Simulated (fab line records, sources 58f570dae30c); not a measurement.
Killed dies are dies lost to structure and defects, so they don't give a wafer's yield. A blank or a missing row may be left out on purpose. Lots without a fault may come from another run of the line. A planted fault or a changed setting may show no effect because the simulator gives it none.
Chamber matching | flow berkeley_cmos170 | UCB170_M2_ETCH_17 on rie_diel-01: 4 sister chambers
The step etches BARC in N2/H2. 14 wafers are shown with their chamber, then 7 later ones without.

WAFERS WITH THEIR CHAMBER
wafer  | chamber | drypump_motor_current_A (A) | throttle_valve_pct (%) | oes_product_au (a.u.)
L342.1 | 2       | 4.9                         | 13.29                  | 0.990
L342.3 | 0       | 5.9                         | 13.40                  | 1.012
L342.6 | 3       | 5.0                         | 13.24                  | 0.962
L344.2 | 0       | 5.9                         | 13.40                  | 1.025
L344.3 | 3       | 5.0                         | 13.23                  | 0.967
L344.6 | 1       | 6.0                         | 13.31                  | 0.988
L343.3 | 1       | 6.0                         | 13.28                  | 0.989
L343.5 | 1       | 6.0                         | 13.29                  | 0.992
L343.6 | 0       | 5.8                         | 13.39                  | 1.022
L349.1 | 3       | 5.0                         | 13.21                  | 0.957
L349.3 | 2       | 5.0                         | 13.29                  | 1.003
L349.6 | 2       | 5.0                         | 13.31                  | 0.999
L352.2 | 2       | 4.9                         | 13.29                  | 1.009
L352.4 | 3       | 5.0                         | 13.23                  | 0.970

SIGNATURES (means of the wafers above)
reading                 | chamber 0 | chamber 1 | chamber 2 | chamber 3 | scatter within a chamber
drypump_motor_current_A | 5.867     | 6.000     | 4.950     | 5.000     | 0.0408
throttle_valve_pct      | 13.3967   | 13.2933   | 13.2950   | 13.2275   | 0.0114
oes_product_au          | 1.01967   | 0.98967   | 1.00025   | 0.96400   | 0.00625
Rule: a wafer's distance from a chamber is the root of the sum, over the readings, of the square of ((its reading less the chamber's mean) divided by the reading's scatter). The wafer belongs to the nearest chamber; if the next one is less than 2 further off, it can't be placed. The scatter: the root of (the sum of the squares of (reading less its chamber's mean) over the shown wafers, divided by (wafers less chambers)).

WAFERS WITHOUT THEIR CHAMBER
wafer  | drypump_motor_current_A (A) | throttle_valve_pct (%) | oes_product_au (a.u.)
L352.5 | 4.9                         | 13.31                  | 1.005
L360.2 | 5.9                         | 13.40                  | 1.022
L360.3 | 4.9                         | 13.30                  | 0.993
L360.5 | 5.9                         | 13.40                  | 1.010
L362.4 | 5.0                         | 13.23                  | 0.959
L362.5 | 5.0                         | 13.21                  | 0.958
L362.6 | 4.9                         | 13.32                  | 0.998

WHICH CHAMBER EACH WENT THROUGH
wafer  | from the rows above | in truth
L352.5 | 2                   | 2
L360.2 | 0                   | 0
L360.3 | 2                   | 2
L360.5 | 0                   | 0
L362.4 | 3                   | 3
L362.5 | 3                   | 3
L362.6 | 2                   | 2
Placed correctly: 7 of 7. Can't be placed from these rows: 0. Placed wrongly: 0.
